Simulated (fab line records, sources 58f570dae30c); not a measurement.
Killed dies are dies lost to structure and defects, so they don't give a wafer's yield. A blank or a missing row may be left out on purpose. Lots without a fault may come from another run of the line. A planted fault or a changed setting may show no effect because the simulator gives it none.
Split-lot experiment | flow berkeley_cmos170 | 5 lots, 23 wafers read, on a route of 331 steps

THE SPLIT
At UCB170_M2_PEB_13, the setting peb_temp_c was moved away from the recipe's 130 C on 8 of the 23 wafers read, by -2.9% to +1.6%. The other wafers ran this setting at the recipe's value.

FROM THE SPLIT TO THE READING: what the file shows between them, 5 steps
- UCB170_M2_DEVELOP_14: develop time 45 s
- UCB170_M2_CD_MEAS_15: target cd 700 nm
- UCB170_M2_ETCH_17: etches BARC in N2/H2
- UCB170_M2_METAL_ETCH_18: etches Al in Cl2/BCl3, stops on SiO2, target depth 1170 nm, time 195 s (also split here: icp_w)
- UCB170_M2_STRIP_19: strips in O2

THE READING
cd_nm, in nm, at UCB170_M2_CD_MEAS_90 (target cd 700 nm). Fault-free wafers of this fab line usually give 700 nm, standard deviation 3.5 nm.

wafer  | tool, chamber at the split | peb_temp_c as run, C | against the recipe | cd_nm, nm | against lot-mates on the recipe
L075.1 | litho_track-01, 0          | 132.1                | +1.6%              | 686       | -13
L075.2 | litho_track-01, 0          | 132.1                | +1.6%              | 684       | -15
L075.3 | litho_track-01, 0          | 130                  | recipe             | 698       | -
L075.4 | litho_track-01, 0          | 130                  | recipe             | 697       | -
L075.5 | litho_track-01, 0          | 130                  | recipe             | 701       | -
L077.1 | litho_track-01, 0          | 126.2                | -2.9%              | 727       | +30
L077.2 | litho_track-01, 0          | 130                  | recipe             | 696       | -
L077.4 | litho_track-01, 0          | 130                  | recipe             | 696       | -
L077.5 | litho_track-01, 0          | 126.2                | -2.9%              | 726       | +29
L077.6 | litho_track-01, 0          | 130                  | recipe             | 698       | -
L085.2 | litho_track-03, 0          | 130                  | recipe             | 698       | -
L085.3 | litho_track-03, 0          | 130                  | recipe             | 704       | -
L085.4 | litho_track-03, 0          | 128.9                | -0.8%              | 699       | +0
L085.5 | litho_track-03, 0          | 130                  | recipe             | 694       | -
L085.6 | litho_track-03, 0          | 128.9                | -0.8%              | 709       | +10
L084.2 | litho_track-01, 0          | 130                  | recipe             | 698       | -
L084.3 | litho_track-01, 0          | 130                  | recipe             | 698       | -
L084.6 | litho_track-01, 0          | 130                  | recipe             | 696       | -
L083.1 | litho_track-01, 0          | 130                  | recipe             | 696       | -
L083.2 | litho_track-01, 0          | 130                  | recipe             | 700       | -
L083.3 | litho_track-01, 0          | 128                  | -1.5%              | 714       | +18
L083.5 | litho_track-01, 0          | 128                  | -1.5%              | 713       | +17
L083.6 | litho_track-01, 0          | 130                  | recipe             | 692       | -

THE FIT
A straight line over all 23 wafers: cd_nm changes by -9.4 nm for each +1% of peb_temp_c; r = -0.96; the points scatter about the line by 3 nm.
The same after taking each lot's own level away (the mean of its wafers on the recipe; 23 wafers): -9.82 nm for each +1%; r = -0.96; scatter 3 nm.
On that fit, the largest move of peb_temp_c shifts the reading by 29 nm.
The lots' own levels span 696.0 to 698.7 nm, that is 0.8 times the standard deviation above.
So the lot-to-lot level changes the slope little: the two slopes agree.
Check: with one of the wafers moved furthest among these (-2.9%) left out of the fit, the line predicts +28.3 nm for it against its lot-mates. It came out at +30.3 nm against them.

OTHER SPLITS ON THESE WAFERS
These wafers also went through other splits before the reading. Each is held against what the fit with the lots' levels taken away leaves over:
other split on the same wafers | wafers away from the commonest value | r with cd_nm (lot level and that fit taken away)
UCB170_M2_METAL_ETCH_18 icp_w  | 5                                    | -0.31

THE WHOLE CHAIN: every reading that the file lists as answering this split, in the file's order
step                    | what it does                                                           | reading                                                   | change (the file's fit)              | r (the file's)
UCB170_M2_CD_MEAS_15    | target cd 700 nm                                                       | cd_nm                                                     | -9.58 nm for each +1% of the setting | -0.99
UCB170_M2_ETCH_17       | etches BARC in N2/H2                                                   | M2.cd_nm (the simulator's own value, which no gauge read) | -9.85 nm for each +1% of the setting | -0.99
UCB170_M2_METAL_ETCH_18 | etches Al in Cl2/BCl3, stops on SiO2, target depth 1170 nm, time 195 s | M2.cd_nm (the simulator's own value, which no gauge read) | -9.87 nm for each +1% of the setting | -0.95
UCB170_M2_CD_MEAS_90    | target cd 700 nm                                                       | cd_nm                                                     | -9.9 nm for each +1% of the setting  | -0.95

THE FILE'S OWN FIT
cd_nm changes by -9.9 nm for each +1% of peb_temp_c, r = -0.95.
